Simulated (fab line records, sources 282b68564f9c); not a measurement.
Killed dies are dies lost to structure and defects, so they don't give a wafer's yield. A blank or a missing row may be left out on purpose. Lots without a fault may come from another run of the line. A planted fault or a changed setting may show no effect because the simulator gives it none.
Split-lot experiment | flow rit_cmos | 5 lots, 23 wafers read, on a route of 202 steps

THE SPLIT
At RIT_GATE_EXPOSE_13 (exposes mask M6, target cd 150 nm), the setting dose_mj was moved away from the recipe's 380 on 11 of the 23 wafers read, by -5.8% to +5.5%. The other wafers ran this setting at the recipe's value.

FROM THE SPLIT TO THE READING: what the file shows between them, 6 steps
- RIT_GATE_PEB_14
- RIT_GATE_DEVELOP_15: develop time 51.63 s
- RIT_GATE_CD_MEAS_16: target cd 150 nm
- RIT_GATE_HARDBAKE_18: time 60 s
- RIT_GATE_ETCH_19: etches poly-Si in SF6/CHF3/O2, stops on SiO2, time 165 s, target depth 312.5 nm
- RIT_GATE_STRIP_20: strips in O2, time 180 s

THE READING
cd_nm, in nm, at RIT_GATE_CD_MEAS_90 (target cd 150 nm). Fault-free wafers of this fab line usually give 149.9 nm, standard deviation 2.5 nm.

wafer  | tool, chamber at the split | dose_mj as run | against the recipe | cd_nm, nm | against lot-mates on the recipe
L079.1 | iline_stepper-02, 0        | 380            | recipe             | 145.3     | -
L079.2 | iline_stepper-02, 0        | 380            | recipe             | 145.5     | -
L079.6 | iline_stepper-02, 0        | 380            | recipe             | 145.2     | -
L081.1 | iline_stepper-02, 0        | 380            | recipe             | 153.0     | -
L081.2 | iline_stepper-02, 0        | 358.1          | -5.8%              | 187.8     | +33.1
L081.3 | iline_stepper-02, 0        | 380            | recipe             | 156.4     | -
L081.4 | iline_stepper-02, 0        | 358.1          | -5.8%              | 184.2     | +29.5
L081.6 | iline_stepper-02, 0        | 358.1          | -5.8%              | 185.8     | +31.1
L084.1 | iline_stepper-02, 0        | 368.1          | -3.1%              | 168.1     | +16.8
L084.2 | iline_stepper-02, 0        | 380            | recipe             | 151.0     | -
L084.3 | iline_stepper-02, 0        | 368.1          | -3.1%              | 168.0     | +16.7
L084.4 | iline_stepper-02, 0        | 380            | recipe             | 151.7     | -
L084.6 | iline_stepper-02, 0        | 368.1          | -3.1%              | 171.2     | +19.8
L083.1 | iline_stepper-01, 0        | 401            | +5.5%              | 123.7     | -27.8
L083.2 | iline_stepper-01, 0        | 380            | recipe             | 151.7     | -
L083.4 | iline_stepper-01, 0        | 380            | recipe             | 151.1     | -
L083.5 | iline_stepper-01, 0        | 401            | +5.5%              | 121.6     | -29.9
L083.6 | iline_stepper-01, 0        | 380            | recipe             | 151.6     | -
L085.1 | iline_stepper-01, 0        | 367.5          | -3.3%              | 169.5     | +15.8
L085.2 | iline_stepper-01, 0        | 380            | recipe             | 155.0     | -
L085.4 | iline_stepper-01, 0        | 367.5          | -3.3%              | 170.7     | +17.0
L085.5 | iline_stepper-01, 0        | 367.5          | -3.3%              | 170.9     | +17.2
L085.6 | iline_stepper-01, 0        | 380            | recipe             | 152.4     | -

THE FIT
A straight line over all 23 wafers: cd_nm changes by -5.68 nm for each +1% of dose_mj; r = -0.99; the points scatter about the line by 3 nm.
The same after taking each lot's own level away (the mean of its wafers on the recipe; 23 wafers): -5.33 nm for each +1%; r = -1.00; scatter 1.3 nm.
On that fit, the largest move of dose_mj shifts the reading by 31 nm.
The lots' own levels span 145.33 to 154.70 nm, that is 3.7 times the standard deviation above.
So the lot-to-lot level changes the slope little: the two slopes agree.
Check: with one of the wafers moved furthest among these (-5.8%) left out of the fit, the line predicts +30.4 nm for it against its lot-mates. It came out at +33.1 nm against them.

OTHER SPLITS ON THESE WAFERS
These wafers also went through other splits before the reading. Each is held against what the fit with the lots' levels taken away leaves over:
other split on the same wafers    | wafers away from the commonest value | r with cd_nm (lot level and that fit taken away)
RIT_ACTIVE_OXIDATION_01 temp_c    | 15                                   | +0.20
RIT_ACTIVE_EXPOSE_08 dose_mj      | 8                                    | -0.32
RIT_ACTIVE_ETCH_13 pressure_mtorr | 18                                   | +0.19
RIT_NWELL_COAT_01 resist_thk_nm   | 8                                    | +0.04
RIT_PWELL_COAT_01 spin_rpm        | 7                                    | -0.03
RIT_PRETRO_IMPLANT_08 dose_cm2    | 9                                    | -0.16

THE WHOLE CHAIN: every reading that the file lists as answering this split, in the file's order
step                | what it does         | reading                                                                        | change (the file's fit)              | r (the file's)
RIT_GATE_DEVELOP_15 | develop time 51.63 s | GATE.cd_nm (the simulator's own value, which no gauge read)                    | -5.3 nm for each +1% of the setting  | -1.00
RIT_GATE_CD_MEAS_16 | target cd 150 nm     | cd_nm                                                                          | -5.3 nm for each +1% of the setting  | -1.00
RIT_GATE_CD_MEAS_90 | target cd 150 nm     | cd_nm                                                                          | -5.33 nm for each +1% of the setting | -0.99
RIT_M1_PROBE_99     |                      | etest.pmos_0p15.r_on_ohm_um (the simulator's own value, which no gauge read)   | -117 for each +1% of the setting     | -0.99
RIT_M1_PROBE_99     |                      | etest.pmos_turned.r_on_ohm_um (the simulator's own value, which no gauge read) | -116 for each +1% of the setting     | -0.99
RIT_M1_PROBE_99     |                      | etest.pmos_0p3.r_on_ohm_um (the simulator's own value, which no gauge read)    | -49.6 for each +1% of the setting    | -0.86
RIT_M1_PROBE_99     |                      | etest.nmos_0p15.r_on_ohm_um (the simulator's own value, which no gauge read)   | -33.5 for each +1% of the setting    | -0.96
RIT_M1_PROBE_99     |                      | etest.nmos_0p15.drive_ua_um (the simulator's own value, which no gauge read)   | +20.1 for each +1% of the setting    | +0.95

THE FILE'S OWN FIT
cd_nm changes by -5.33 nm for each +1% of dose_mj, r = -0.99.
